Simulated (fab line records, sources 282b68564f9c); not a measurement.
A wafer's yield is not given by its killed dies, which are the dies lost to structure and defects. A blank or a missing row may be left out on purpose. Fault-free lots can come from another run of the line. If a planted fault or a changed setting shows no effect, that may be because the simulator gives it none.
Struck lot and sound lot, side by side || flow rit cmos || 20 steps out of a route of 202
Sound: wafers L865.1, L865.4, L865.5. Wafers struck: L878.1, L878.4, L878.6. The cause is given at the end.
At each step with rows: each side's tool, then ch and its chambers, then its first start. Under that, the readings that differ: sound wafers || struck wafers || difference of the means || sigmas: that difference in standard deviations of wafers without a fault.
alike: a reading whose means differ by less than 2 such deviations, as well as words and numbers matching on both sides. not compared: withheld readings; readings where some wafer has no value; bounds like >300 that might hide an equal value; numbers whose values overlap and for which the record gives no deviation.
A row with sigmas, a row that says differs or no value, or rows on one side alone: a step with any of these is where the two part. Numbers that have no deviation but don't overlap get no sigmas and don't part them. A reading that every wafer of one side lacks parts them only if that side has two wafers or more.

first, 4 steps without rows for these wafers: RIT_ACTIVE_SOFTBAKE_07 (time 60 s); RIT_ACTIVE_EXPOSE_08 (exposes mask M1, target cd 1400 nm); RIT_ACTIVE_PEB_09; RIT_ACTIVE_DEVELOP_10 (develop time 51 s).
RIT_ACTIVE_CD_MEAS_11: the cd target is 1400 nm.
  struck on cd sem-01, day 4 17:34; sound on cd sem-02, day 2 00:26
{"reading": "cd nm (nm)", "sound": "1405.3 1403.1 1404.4", "struck": "1397.9 1397.8 1398.2", "difference": -6.3, "sigmas": -3}
then, 1 step without rows for these wafers: RIT_ACTIVE_HARDBAKE_12 (time 60 s).
RIT_ACTIVE_ETCH_13: etches Si3N4 in SF6, stops on SiO2, time 210 s, target depth 210 nm.
  sound on rie diel-04 ch 1,3, day 2 00:43; struck on rie diel-03 ch 0,1,3, day 4 17:50
{"reading": "throttle valve pct (%)", "sound": "7.76 7.74 7.60", "struck": "7.48 7.38 7.57", "difference": -0.22, "sigmas": -2}
  alike: drypump motor current A, oes product au, rf fwd power W
  not compared: rf hours counter h
RIT_ACTIVE_STRIP_14: strips in O2, time 180 s.
  sound on plasma asher-04 ch 0,1, day 2 00:50; struck on plasma asher-04 ch 1, day 4 17:58
  alike: drypump motor current A
  not compared: rf hours counter h
RIT_ACTIVE_CD_MEAS_90: the cd target is 1400 nm.
  struck on cd sem-01, day 4 18:08; sound on cd sem-01, day 2 01:01
{"reading": "cd nm (nm)", "sound": "1405.3 1403.1 1404.8", "struck": "1397.9 1398.0 1398.4", "difference": -6.3, "sigmas": -3}
then, 3 steps without rows for these wafers: RIT_ACTIVE_CLEAN_15 (cleans in SC1, time 600 s); RIT_ACTIVE_CLEAN_16 (cleans in dHF, time 30 s); RIT_ACTIVE_CLEAN_17 (cleans in SC2, time 600 s).
RIT_FOX1_OXIDATION_00: target thk 350.7 nm, ox time 1130 s.
  sound on furnace-02 ch 0, day 2 01:31; struck on furnace-02 ch 0, day 4 18:38
{"reading": "ox time s (s)", "sound": "1130 1130 1130", "struck": "508.5 508.5 508.5", "difference": -621.5, "sigmas": ""}
{"reading": "model.SiO2_of_FOX1_OXIDATION_00.thk nm (nm)", "sound": "343.7 341.5 341.7", "struck": "213.6 219.9 214.6", "difference": -126.3, "sigmas": ""}
{"reading": "model.Si3N4_of_ACTIVE_CVD_03.thk nm (nm)", "sound": "141 141.8 140.9", "struck": "144.1 145.7 146.4", "difference": "+4.2", "sigmas": ""}
  alike: tube center temp C, tube_center_temp_C_max
RIT_FOX1_THK_MEAS_01:
  struck on film metro-01, day 4 19:56; sound on film metro-03, day 2 02:49
{"reading": "FOX1_OXIDE_THK (nm)", "sound": "344 341 342", "struck": "214 220 215", "difference": -126, "sigmas": -22}
then, 2 steps without rows for these wafers: RIT_FOX1_WET_ETCH_02 (etches SiO2 in BOE, target depth 350 nm, time 390 s); RIT_FOX2_OXIDATION_00 (target thk 350.7 nm, ox time 1130 s).
RIT_FOX2_THK_MEAS_01:
  struck on film metro-04, day 4 21:26; sound on film metro-04, day 2 04:22
  alike: FOX2_OXIDE_THK
RIT_FOX2_CLEAN_02: cleans in dHF, time 173 s.
  sound on wet bench-02 ch 1, day 2 04:26; struck on wet bench-04 ch 0, day 4 21:29
{"reading": "model.Si3N4_of_ACTIVE_CVD_03.thk nm (nm)", "sound": "129.2 130 129.2", "struck": "132.5 134.1 134.8", "difference": "+4.3", "sigmas": ""}
then, 1 step without rows for these wafers: RIT_FOX2_WET_ETCH_03 (etches Si3N4 in H3PO4, target depth 195 nm, time 2700 s).
RIT_M1_PROBE_99:
  struck on prober-01, day 6 12:14; sound on prober-02, day 3 20:34
{"reading": "model.etest.pplus sal.width nm (nm)", "sound": "3459 3447 3488", "struck": "3598 3596 3615", "difference": "+138", "sigmas": ""}
{"reading": "model.etest.nplus sal.width nm (nm)", "sound": "3443 3477 3490", "struck": "3580 3597 3591", "difference": "+119", "sigmas": ""}
{"reading": "model.etest.nldd.width nm (nm)", "sound": "3180 3192 3203", "struck": "3294 3276 3306", "difference": "+100", "sigmas": ""}
{"reading": "model.etest.pldd.width nm (nm)", "sound": "3187 3200 3175", "struck": "3295 3284 3287", "difference": "+101", "sigmas": ""}
{"reading": "model.etest.nmos narrow.drive ua um", "sound": "237.1 228.5 242.1", "struck": "257.1 256.9 260.1", "difference": "+22.1", "sigmas": ""}
{"reading": "model.etest.pmos narrow.drive ua um", "sound": "105.6 103.1 107.6", "struck": "114.8 113.2 115.4", "difference": "+9.0", "sigmas": ""}
{"reading": "model.etest.field p metal.vt v (V)", "sound": "-29.61 -30.15 -29.99", "struck": "-31.86 -31.75 -32.02", "difference": -1.96, "sigmas": ""}
{"reading": "model.etest.field p.vt v (V)", "sound": "-12.83 -12.86 -12.87", "struck": "-13.48 -13.56 -13.44", "difference": -0.64, "sigmas": ""}
  alike: killed at contacts, killed at front end, killed dies, killed open, killed short

WHERE THEY PART
At RIT_ACTIVE_CD_MEAS_11 first; at RIT_FOX1_THK_MEAS_01 last (within this record only). Later steps at which nothing parts them and some readings are alike: RIT_FOX2_THK_MEAS_01, RIT_M1_PROBE_99.

WHY: what had been put in by the simulator
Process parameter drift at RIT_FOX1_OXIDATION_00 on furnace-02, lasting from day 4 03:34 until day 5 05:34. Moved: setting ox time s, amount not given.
